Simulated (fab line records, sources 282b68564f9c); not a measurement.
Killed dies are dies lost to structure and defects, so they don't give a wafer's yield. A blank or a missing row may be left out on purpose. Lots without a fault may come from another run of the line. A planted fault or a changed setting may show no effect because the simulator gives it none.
A struck lot beside a sound one | flow rit_cmos | 15 steps out of a route of 202
Sound: wafers L492.2, L492.4, L492.5. Struck: wafers L493.1, L493.4, L493.6. The cause comes at the end.
At each step with rows: each side's tool, then ch and its chambers, then its first start. Under that, the readings that differ: sound wafers | struck wafers | difference of the means | sigmas: that difference in standard deviations of wafers without a fault.
alike: readings whose means differ by less than 2 such deviations, and words and numbers that are the same on both sides. not compared: withheld readings, readings that some wafer has no value for, bounds like >300 that may hide the same value, and numbers for which the record gives no deviation and whose values overlap.
The two part at a step that has a row with sigmas, a row that says differs or no value, or rows on one side only. Numbers that don't overlap but have no deviation are shown without sigmas and don't part them. A reading that every wafer of one side lacks parts them only if that side has two wafers or more.

first, 1 step without rows for these wafers: RIT_PWELL_DEVELOP_05 (develop time 68 s).
RIT_PWELL_OVL_MEAS_06:
  sound on overlay-02, day 2 08:52; struck on overlay-02, day 2 16:11
  alike: PWELL_OVL
then, 2 steps without rows for these wafers: RIT_PWELL_HARDBAKE_07 (time 120 s); RIT_PWELL_IMPLANT_08.
RIT_PWELL_STRIP_09: strips in O2, time 180 s.
  sound on plasma_asher-02 ch 0,1, day 2 09:17; struck on plasma_asher-03 ch 0,1, day 2 16:37
  alike: drypump_motor_current_A, rf_refl_power_W
  not compared: rf_hours_counter_h
RIT_PWELL_TW_MEAS_10:
  sound on film_metro-02, day 2 09:28; struck on film_metro-02, day 2 16:47
  alike: PWELL_TW
then, 1 step without rows for these wafers: RIT_WELLDRIVE_ANNEAL_00 (time 14700 s).
RIT_WELLDRIVE_RS_MEAS_01: measures by four-point-probe.
  sound on film_metro-04, day 2 14:58; struck on film_metro-04, day 2 21:56
  alike: NWELL_RS
RIT_WELLDRIVE_RS_MEAS_02: measures by four-point-probe.
  sound on film_metro-04, day 2 15:05; struck on film_metro-04, day 2 22:04
  alike: PWELL_RS
then, 3 steps without rows for these wafers: RIT_NRETRO_HMDS_00 (prime time 60 s); RIT_NRETRO_COAT_01 (resist thk 1300 nm); RIT_NRETRO_SOFTBAKE_02 (time 60 s).
RIT_NRETRO_EXPOSE_03: exposes mask M4, target cd 43900 nm.
  sound on iline_stepper-01 ch 0, day 2 15:39; struck on iline_stepper-01 ch 0, day 2 22:38
  reading                        | sound                | struck            | difference | sigmas
  model.NRETRO.overlay_x_nm (nm) | 0.6212 0.6212 0.6212 | 1.591 1.591 1.591 | +0.970     |
  alike: mask
then, 1 step without rows for these wafers: RIT_NRETRO_PEB_04.
RIT_M1_PROBE_99:
  the record has rows for the sound wafers here (prober-02, day 3 21:16) and none for the struck ones

WHERE THEY PART
Only at RIT_M1_PROBE_99, within this record.

WHY: what the simulator had put in
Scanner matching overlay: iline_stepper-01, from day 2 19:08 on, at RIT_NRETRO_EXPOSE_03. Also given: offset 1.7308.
